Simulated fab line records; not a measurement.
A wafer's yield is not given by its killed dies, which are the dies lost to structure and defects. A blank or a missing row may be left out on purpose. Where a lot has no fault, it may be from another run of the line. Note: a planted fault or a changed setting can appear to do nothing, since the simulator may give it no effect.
Which tool did it?	flow rit_cmos	7 lots, 21 wafers sampled, at 2 steps of a route of 202

## WHAT EACH GAUGE READ, for each wafer
RIT_ACTIVE_CD_MEAS_11: the cd target is 1400 nm.
lot	measured	on	cd_nm (nm)
L761	day 1 22:00	cd_sem-02	1397.5 1394.8 1395.6
L764	day 2 10:42	cd_sem-02	1398.0 1400.2 1399.7
L767	day 3 02:11	cd_sem-02	1401.2 1399.8 1400.8
L769	day 3 11:33	cd_sem-02	1401.2 1399.9 1399.1
L773	day 4 10:34	cd_sem-02	1400.9 1401.0 1399.5
L776	day 4 23:42	cd_sem-02	1388.0 1385.1 1387.3 1387.7 1384.7 1387.3
L778	day 5 10:29	cd_sem-01	1386.5 1384.7 1387.2 1386.8 1385.2 1387.4

## EACH LOT AND THE TOOL THAT RAN IT (in order: tool; ch and the chambers of the sampled wafers; start)
lot	RIT_ACTIVE_COAT_06
L761	litho_track-02 ch 0, day 1 21:18
L764	litho_track-01 ch 0, day 2 09:46
L767	litho_track-02 ch 0, day 3 01:22
L769	litho_track-01 ch 0, day 3 10:51
L773	litho_track-01 ch 0, day 4 09:45
L776	litho_track-01 ch 0, day 4 22:53
L778	litho_track-01 ch 0, day 5 09:40
- RIT_ACTIVE_COAT_06: resist thk 1000 nm.

## THE ANSWER, worked out from the rows above alone
Rule: the lots themselves supply what counts as usual. The widest of any qualifying gaps counts: lots, ordered by their means at a reading, are off when they make up no more than a third of the lots, leave a main group of 4 or more, and stand apart from it by 3 or more times the standard deviation of that group's means. A main group is skipped when, at the precision printed for the reading in the tables above, its means are all equal. A lot without any number at a reading at which 4 lots or more have one is off too. The other lots that the step has rows for count as sound.
Off: L776, L778, at RIT_ACTIVE_CD_MEAS_11 (cd_nm). Main group: mean 1399.3 nm, sd 1.7.
If a tool, at a process step before that reading, ran all the lots that are off and no sound lot after the first of them, it fits. Gauges at RIT_ACTIVE_CD_MEAS_11: tried the same way as those tools. One fits: RIT_ACTIVE_COAT_06 on litho_track-01. A fault onset in the window from L773 (day 4 09:45, its last sound lot) to L776 (day 4 22:53, its first lot off) fits.

## WHAT THE SIMULATOR HAD INSERTED
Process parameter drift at RIT_ACTIVE_COAT_06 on litho_track-01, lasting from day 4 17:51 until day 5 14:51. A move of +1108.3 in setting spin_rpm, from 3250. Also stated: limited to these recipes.
Shown lots that were struck: L776, L778. The rule above found the same.
